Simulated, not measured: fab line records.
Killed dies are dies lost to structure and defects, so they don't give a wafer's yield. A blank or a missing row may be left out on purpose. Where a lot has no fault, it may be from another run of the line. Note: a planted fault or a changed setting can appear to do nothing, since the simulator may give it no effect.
Split-lot study    flow rit cmos    5 lots, 23 wafers read, on a route of 202 steps

## ON THE SPLIT
At RIT_PLDD_IMPLANT_08, the setting energy kev was moved away from the recipe's 20 on 5 of the 23 wafers read, by +3.6% to +3.9%. This setting was run at the recipe's value on the other wafers.

The reading is taken at the split's own step.

## THE READING
implant.drp nm (the simulator's own value, which no gauge read), in nm, at RIT_PLDD_IMPLANT_08. There is no usual value for it anywhere in the file.

wafer   tool, chamber at the split  energy kev as run  against the recipe  implant.drp nm, nm  against lot-mates on the recipe
L074.1  implanter-04, 0             20.73              +3.6%               10                  +0.248
L074.4  implanter-04, 0             20.73              +3.6%               10                  +0.248
L074.2  implanter-04, 0             20                 recipe              9.752               -
L074.5  implanter-04, 0             20                 recipe              9.752               -
L074.6  implanter-04, 0             20                 recipe              9.752               -
L075.3  implanter-02, 0             20                 recipe              9.752               -
L075.4  implanter-02, 0             20                 recipe              9.752               -
L075.5  implanter-02, 0             20                 recipe              9.752               -
L078.1  implanter-04, 0             20                 recipe              9.752               -
L078.2  implanter-04, 0             20                 recipe              9.752               -
L078.3  implanter-04, 0             20                 recipe              9.752               -
L078.4  implanter-04, 0             20                 recipe              9.752               -
L078.5  implanter-04, 0             20                 recipe              9.752               -
L079.1  implanter-04, 0             20                 recipe              9.752               -
L079.2  implanter-04, 0             20                 recipe              9.752               -
L079.3  implanter-04, 0             20                 recipe              9.752               -
L079.4  implanter-04, 0             20                 recipe              9.752               -
L079.6  implanter-04, 0             20                 recipe              9.752               -
L081.1  implanter-04, 0             20.79              +3.9%               10.02               +0.268
L081.4  implanter-04, 0             20.79              +3.9%               10.02               +0.268
L081.5  implanter-04, 0             20.79              +3.9%               10.02               +0.268
L081.2  implanter-04, 0             20                 recipe              9.752               -
L081.3  implanter-04, 0             20                 recipe              9.752               -

FIT RESULTS
A straight line over all 23 wafers: implant.drp nm changes by +0.0679 nm for each +1% of energy kev; r = +1.00; the points scatter about the line by 8.7e-05 nm.
The same after taking each lot's own level away (the mean of its wafers on the recipe; 23 wafers): +0.0679 nm for each +1%; r = +1.00; scatter 8.7e-05 nm.
According to that fit, moving energy kev by its largest amount changes the reading by 0.27 nm.
The lots' own levels span 9.7520 to 9.7520 nm.
Hence the lot-to-lot level has little effect on the slope; both slopes agree.
Check: +0.268 nm against its lot-mates is what the line predicts for one of the wafers moved furthest among these (+3.9%) when that wafer is left out of the fit. Against them it came out at +0.268 nm.

## OTHER SPLITS ON THESE WAFERS
Before the reading, these wafers also passed through other splits. Each is held against what the fit with the lots' levels taken away leaves over:
other split on the same wafers      wafers away from the commonest value  r with implant.drp nm (lot level and that fit taken away)
RIT_ACTIVE_OXIDATION_01 ox time s   18                                    +0.20
RIT_ACTIVE_EXPOSE_08 dose mj        7                                     +0.30
RIT_ACTIVE_STRIP_14 pressure mtorr  18                                    -0.04
RIT_NWELL_IMPLANT_08 energy kev     9                                     +0.45
RIT_PRETRO_COAT_01 resist thk nm    9                                     +0.44
RIT_PRETRO_HARDBAKE_07 temp c       4                                     -0.01
RIT_GATE_CVD_08 sih4 flow sccm      15                                    -0.32
RIT_GATE_SOFTBAKE_12 temp c         11                                    -0.24
RIT_REOX_OXIDATION_03 ox time s     18                                    +0.44

## THE WHOLE CHAIN: every reading that the file lists as answering this split, in the file's order
step                 what it does  reading                                                          change (the file's fit)                 r (the file's)
RIT_PLDD_IMPLANT_08                implant.rp nm (the simulator's own value, which no gauge read)   +0.135 nm for each +1% of the setting   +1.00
RIT_PLDD_IMPLANT_08                implant.drp nm (the simulator's own value, which no gauge read)  +0.0681 nm for each +1% of the setting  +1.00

## THE FILE'S OWN FIT
implant.drp nm changes by +0.0681 nm for each +1% of energy kev, r = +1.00.
